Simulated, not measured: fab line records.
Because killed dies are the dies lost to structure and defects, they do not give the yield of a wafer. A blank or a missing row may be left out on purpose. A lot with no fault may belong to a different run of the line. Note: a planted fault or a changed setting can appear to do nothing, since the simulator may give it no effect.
The tool behind it: which one? | flow berkeley-cmos170 | 15 lots with 45 wafers sampled at 2 steps, on a route of 331 steps

== WHAT THE GAUGES READ, wafer by wafer ==
UCB170_NWELL_THK_MEAS_02. Usual: NWELL_OXIDE_THK 26.6 nm, standard deviation 0.57.
lot  | measured    | on            | NWELL_OXIDE_THK (nm) | flag
L931 | day 2 03:28 | film-metro-03 | 27.2 27.3 27.4       |
L932 | day 2 08:26 | film-metro-04 | 27.0 26.4 26.9       |
L933 | day 2 15:17 | film-metro-01 | 26.5 26.4 26.8       |
L934 | day 2 20:24 | film-metro-01 | 27.3 27.4 27.1       |
L936 | day 3 05:10 | film-metro-03 | 26.5 26.8 26.1       |
L935 | day 3 05:10 | film-metro-01 | 26.0 26.0 25.7       |
L937 | day 3 12:32 | film-metro-04 | 26.6 26.3 26.8       |
L938 | day 3 16:27 | film-metro-01 | 26.2 25.8 25.9       |
L939 | day 3 19:08 | film-metro-04 | 26.6 25.9 26.0       |
L940 | day 4 01:52 | film-metro-01 | 27.5 27.5 27.7       |
L942 | day 4 10:13 | film-metro-03 | 25.6 25.8 25.9       |
L944 | day 4 22:45 | film-metro-04 | 26.3 26.5 26.0       |
L945 | day 5 05:08 | film-metro-01 | 26.0 25.6 25.8       |
L946 | day 5 05:09 | film-metro-04 | 26.5 26.1 26.4       |
L953 | day 6 16:02 | film-metro-01 | 26.3 26.9 26.3       |

UCB170_PWELL_OVL_MEAS_13. Usual: PWELL_OVL -1 nm, standard deviation 5.5.
lot  | measured    | on         | PWELL_OVL (nm) | flag
L931 | day 3 07:12 | overlay-01 | 0 -6 -3        |
L932 | day 3 08:43 | overlay-01 | 9 9 7          |
L933 | day 3 16:40 | overlay-01 | -1 -6 -3       |
L934 | day 3 20:18 | overlay-02 | -4 -6 -10      |
L936 | day 4 01:17 | overlay-01 | -7 -6 -4       |
L935 | day 4 01:32 | overlay-02 | -5 1 3         |
L937 | day 4 15:56 | overlay-01 | -2 2 3         |
L938 | day 4 15:55 | overlay-02 | -9 -20 -9      |
L939 | day 4 16:13 | overlay-02 | -4 -2 -3       |
L940 | day 5 03:19 | overlay-02 | 9 1 3          |
L942 | day 5 10:04 | overlay-02 | -2 5 -2        |
L944 | day 6 00:38 | overlay-01 | -8 -8 -16      |
L945 | day 6 09:50 | overlay-01 | -5 0 -1        |
L946 | day 6 01:04 | overlay-01 | 9 -2 4         |
L953 | day 7 15:11 | overlay-02 | -5 -1 -6       |

== EACH LOT AND THE TOOL THAT RAN IT (in order: tool; ch and the chambers of the sampled wafers; start) ==
No process step before these readings appears in the record.

== WHAT THE TOOLS THEMSELVES READ (means of the sampled wafers that have a number; where no wafer has one, the mark that the record gives instead) ==
The record holds no such reading with a usual standard deviation.

== THE ANSWER, worked out from the rows above alone ==
Rule: lot off if the mean of its wafers having a number is beyond 3 standard deviations from the usual mean. A lot without any number at a reading at which 4 lots or more have one is off too. All remaining lots with rows at the step are treated as sound. After the gauges, taken in route order, come the tools' own readings; for these a lot's mean is taken, as printed above. At the first step where some lot is off, the reading lying furthest off is the one used; lots without a number count as furthest.
No lot is off on any of the readings shown, so nothing can be concluded from this.

== WHAT HAD BEEN PUT IN BY THE SIMULATOR ==
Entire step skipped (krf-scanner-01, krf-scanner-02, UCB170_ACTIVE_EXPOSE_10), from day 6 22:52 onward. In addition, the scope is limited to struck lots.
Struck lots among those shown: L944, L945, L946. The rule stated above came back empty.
